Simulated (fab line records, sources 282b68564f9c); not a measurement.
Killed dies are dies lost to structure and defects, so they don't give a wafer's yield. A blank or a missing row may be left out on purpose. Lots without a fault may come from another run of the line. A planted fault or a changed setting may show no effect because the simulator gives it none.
A struck lot beside a sound one | flow rit_cmos | 17 steps out of a route of 202
Sound: wafers L358.1, L358.5, L358.6. Struck: wafers L365.4, L365.5, L365.6. The cause comes at the end.
At each step with rows: each side's tool, then ch and its chambers, then its first start. Under that, the readings that differ: sound wafers | struck wafers | difference of the means | sigmas: that difference in standard deviations of wafers without a fault.
alike: readings whose means differ by less than 2 such deviations, and words and numbers that are the same on both sides. not compared: withheld readings, readings that some wafer has no value for, bounds like >300 that may hide the same value, and numbers for which the record gives no deviation and whose values overlap.
The two part at a step that has a row with sigmas, a row that says differs or no value, or rows on one side only. Numbers that don't overlap but have no deviation are shown without sigmas and don't part them. A reading that every wafer of one side lacks parts them only if that side has two wafers or more.

first, 1 step without rows for these wafers: RIT_PLDD_IMPLANT_08.
RIT_PLDD_STRIP_09: strips in O2, time 180 s.
  sound on plasma_asher-02 ch 0,1, day 3 04:31; struck on plasma_asher-04 ch 0,1, day 4 12:37
  alike: drypump_motor_current_A, rf_refl_power_W
  not compared: rf_hours_counter_h
RIT_PLDD_TW_MEAS_10:
  sound on film_metro-01, day 3 04:41; struck on film_metro-03, day 4 12:46
  alike: PLDD_TW
then, 4 steps without rows for these wafers: RIT_SPACER_CLEAN_00 (cleans in SC1, time 600 s); RIT_SPACER_CLEAN_01 (cleans in dHF, time 30 s); RIT_SPACER_CLEAN_02 (cleans in SC2, time 600 s); RIT_SPACER_CVD_03 (deposits Si3N4 from SiH2Cl2/NH3, target thk 250 nm, time 3226 s).
RIT_SPACER_THK_MEAS_04:
  sound on film_metro-02, day 3 07:47; struck on film_metro-02, day 4 15:17
  alike: SPACER_NITRIDE_THK
RIT_SPACER_ETCHBACK_05: etches Si3N4 in SF6/CHF3, stops on SiO2, target depth 250 nm, time 240 s.
  sound on rie_diel-04 ch 0,1, day 3 07:50; struck on rie_diel-01 ch 1,2,3, day 4 15:23
  reading                | sound             | struck            | difference | sigmas
  throttle_valve_pct (%) | 10.56 10.58 10.17 | 10.08 10.25 10.22 | -0.25      | -2
  alike: drypump_motor_current_A, oes_product_au
  not compared: rf_hours_counter_h
then, 2 steps without rows for these wafers: RIT_NSD_HMDS_00 (prime time 60 s); RIT_NSD_COAT_01 (resist thk 1000 nm).
RIT_NSD_SOFTBAKE_02: time 60.96 s.
  sound on litho_track-03 ch 0, day 3 08:17; struck on litho_track-03 ch 0, day 4 15:50
  alike: chill_plate_temp_C, plate_sensor_t_centre_C, plate_sensor_t_edge_C, resist_line_temp_C
RIT_NSD_EXPOSE_03: exposes mask M9, target cd 40700 nm.
  sound on iline_stepper-02 ch 0, day 3 08:26; struck on iline_stepper-02 ch 0, day 4 16:05
  reading                     | sound                | struck         | difference | sigmas
  model.NSD.overlay_x_nm (nm) | -1.082 -1.082 -1.082 | 6327 6327 6327 | +6328      |
  alike: mask, focus_offset_nm
then, 2 steps without rows for these wafers: RIT_NSD_PEB_04; RIT_NSD_DEVELOP_05 (develop time 50 s).
RIT_NSD_OVL_MEAS_06:
  sound on overlay-02, day 3 08:59; struck on overlay-02, day 4 16:47
  reading      | sound          | struck | difference                    | sigmas
  NSD_OVL (nm) | -1.7 -2.2 -2.7 | - - -  | no value on the struck wafers |
  not compared: hold
RIT_M1_PROBE_99:
  the record has rows for the sound wafers here (prober-02, day 3 18:59) and none for the struck ones

WHERE THEY PART
First at RIT_SPACER_ETCHBACK_05; last, within this record, at RIT_M1_PROBE_99.

WHY: what the simulator had put in
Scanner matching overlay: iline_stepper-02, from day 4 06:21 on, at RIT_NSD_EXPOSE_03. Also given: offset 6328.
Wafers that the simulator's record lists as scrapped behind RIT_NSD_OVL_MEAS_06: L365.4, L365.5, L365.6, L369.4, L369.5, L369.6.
